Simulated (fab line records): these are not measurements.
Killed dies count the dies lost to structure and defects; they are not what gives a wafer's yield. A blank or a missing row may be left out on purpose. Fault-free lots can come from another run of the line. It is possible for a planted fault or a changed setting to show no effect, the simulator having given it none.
Split-lot study -- flow berkeley_cmos170 -- on a route of 331 steps: 5 lots, 23 wafers read

THE SPLIT
At UCB170_NSD_COAT_01 (resist thk 900 nm), the setting resist_thk_nm was moved away from the recipe's 900 nm on 8 of the 23 wafers read, by -5.1% to +5.2%. The other wafers ran this setting at the recipe's value.

Reading taken at the split's own step.

THE READING
KrF_of_NSD_COAT_01.thk_nm (the simulator's own value, which no gauge read), in nm, at UCB170_NSD_COAT_01 (resist thk 900 nm). There is no usual value for it anywhere in the file. The 15 wafers here that ran the recipe average 900.0 nm, standard deviation 2.1 nm.

wafer,"tool, chamber at the split","resist_thk_nm as run, nm",against the recipe,"KrF_of_NSD_COAT_01.thk_nm, nm",against lot-mates on the recipe
L074.1,"litho_track-02, 0",946.5,+5.2%,945.8,+46.6
L074.2,"litho_track-02, 0",900,recipe,900.2,-
L074.3,"litho_track-02, 0",946.5,+5.2%,944.6,+45.4
L074.4,"litho_track-02, 0",900,recipe,896.4,-
L074.6,"litho_track-02, 0",900,recipe,901,-
L077.1,"litho_track-03, 0",928.6,+3.2%,928.7,+31.4
L077.2,"litho_track-03, 0",900,recipe,897.2,-
L077.3,"litho_track-03, 0",928.6,+3.2%,926.8,+29.4
L077.5,"litho_track-03, 0",928.6,+3.2%,928.2,+30.9
L077.6,"litho_track-03, 0",900,recipe,897.5,-
L078.1,"litho_track-01, 0",900,recipe,901.4,-
L078.2,"litho_track-01, 0",900,recipe,897.3,-
L078.3,"litho_track-01, 0",900,recipe,898.1,-
L078.4,"litho_track-01, 0",900,recipe,900,-
L078.6,"litho_track-01, 0",900,recipe,899.9,-
L079.2,"litho_track-03, 0",900,recipe,902.9,-
L079.3,"litho_track-03, 0",900,recipe,901.8,-
L079.5,"litho_track-03, 0",900,recipe,902.7,-
L080.2,"litho_track-03, 0",854.2,-5.1%,855.8,-45.7
L080.3,"litho_track-03, 0",900,recipe,901.7,-
L080.4,"litho_track-03, 0",854.2,-5.1%,855.4,-46.1
L080.5,"litho_track-03, 0",900,recipe,901.3,-
L080.6,"litho_track-03, 0",854.2,-5.1%,854.3,-47.2

THE FIT
A straight line over all 23 wafers: KrF_of_NSD_COAT_01.thk_nm changes by +8.79 nm for each +1% of resist_thk_nm; r = +1.00; the points scatter about the line by 1.8 nm.
The same after taking each lot's own level away (the mean of its wafers on the recipe; 23 wafers): +9.13 nm for each +1%; r = +1.00; scatter 1.3 nm.
The reading moves by 47 nm for the largest change in resist_thk_nm, on that fit.
Measured against the standard deviation above, the lots' own levels, which go from 897.35 to 902.47 nm, span 2.5 times it.
So the lot-to-lot level changes the slope little: the two slopes agree.
Check: for one of the wafers moved furthest among these (+5.2%), held out of the fit, the line's prediction against its lot-mates is +47.5 nm. It came out at +46.6 nm against them.

THESE WAFERS: OTHER SPLITS
These wafers also went through other splits before the reading. Each is held against what the fit with the lots' levels taken away leaves over:
other split on the same wafers,wafers away from the commonest value,r with KrF_of_NSD_COAT_01.thk_nm (lot level and that fit taken away)
UCB170_START_OXIDATION_02 temp_c,15,-0.07
UCB170_PWELL_CVD_05 time_s,15,+0.33
UCB170_PWELL_DEVELOP_12 develop_time_s,10,-0.21
UCB170_ACTIVE_OXIDATION_02 ox_time_s,15,-0.20
UCB170_PFIELD_COAT_01 resist_thk_nm,9,+0.04
UCB170_PFIELD_IMPLANT_07 energy_kev,9,+0.28
UCB170_PVT_IMPLANT_07 energy_kev,9,-0.33
UCB170_GATE_CVD_04 time_s,15,-0.18
UCB170_PLDD_EXPOSE_03 dose_mj,12,-0.09
UCB170_NLDD_IMPLANT_08 energy_kev,11,-0.15
UCB170_PSD_IMPLANT_08 energy_kev,6,-0.32

THE FILE'S OWN FIT
KrF_of_NSD_COAT_01.thk_nm changes by +9.1 nm for each +1% of resist_thk_nm, r = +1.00.
